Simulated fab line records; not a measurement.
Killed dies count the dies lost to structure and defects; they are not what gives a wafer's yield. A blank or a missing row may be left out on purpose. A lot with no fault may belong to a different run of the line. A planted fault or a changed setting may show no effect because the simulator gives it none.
Problem report in the 8D (eight disciplines) form, filled by code    flow berkeley cmos170    the parts of the form that need people (team, actions taken, sign-off) are left out

== 1. PROBLEM STATEMENT ==
At UCB170_PWELL_DEVELOP_12, developer temp C averages 21.77 C over 6 wafers from 2 lots, while fault-free wafers read 20.99 C, standard deviation 0.11. Relative to the usual mean, that is a shift of +7.1 standard deviations.
The step: develop time 45 s.
Earliest sighting: wafer L212.2 on litho track-04 at day 5 23:00. Wafers with a number at this step in the record: 42, from 14 lots. Rule for "out", or "out of limits": more than 4 standard deviations from the usual mean. Any other wafer with a number is counted as sound.

== 2. WHAT THIS IS AND IS NOT ==
question                     is                      is not
which readings at this step  developer temp C        -
which lots                   L212, L215              L200, L203, L204, L205, L207, L208, L217, L218, L219, L220, L222, L223
which wafers of those lots   all that have a number  -
read on which tools          litho track-04          litho track-01, litho track-02
when                         from day 5 23:00        up to then (18 sound wafers); but 18 sound wafers of L217, L218, L219, L220, L222, L223 came after

== 3. SUSPECTS, AND WHAT RULES EACH OUT ==
Counting: a tool at a process step up to the reading stays a suspect if it ran every lot that is out and no sound lot after the first of them.
- litho track-04 at UCB170_PWELL_DEVELOP_12 (develop time 45 s): kept. It ran every lot that is out, first L212 (day 5 23:00), and no sound lot after that; its last sound lot up to then is L208 (day 4 19:00). Its own readings are out on those wafers: developer temp C.
After counting, what remains is litho track-04 at UCB170_PWELL_DEVELOP_12.

== 4. THE CAUSE (what the simulator had put in) ==
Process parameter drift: litho track-04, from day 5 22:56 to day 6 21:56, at UCB170_PWELL_DEVELOP_12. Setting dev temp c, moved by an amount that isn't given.
Counting left only this tool.

== 5. SEQUENCE OF EFFECTS, ordered by route ==
Each row: a reading where the mean over the struck wafers with a number is more than 3 standard deviations away from the usual. Readings are gone through only where the record gives a usual standard deviation; hours: the median, over the lots, of the time from a lot's start at the first step in this table giving one to that lot's start at this step; sigmas: the change measured in usual standard deviations.
hours  step                     reading           usual    on struck wafers  change  sigmas
0      UCB170_PWELL_DEVELOP_12  developer temp C  20.99 C  21.77             +0.78   +7.1
Its process steps:
- UCB170_PWELL_DEVELOP_12: develop time 45 s.
At these later measuring or inspecting steps, every struck wafer for which the step has a row has a number for every such reading, and none has moved that far: UCB170_PWELL_TW_MEAS_17.

== 6. WHAT WOULD HAVE CAUGHT IT SOONER ==
The fault began at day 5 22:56; the first out-of-limits reading in this record came at day 5 23:00, 0 hours later.
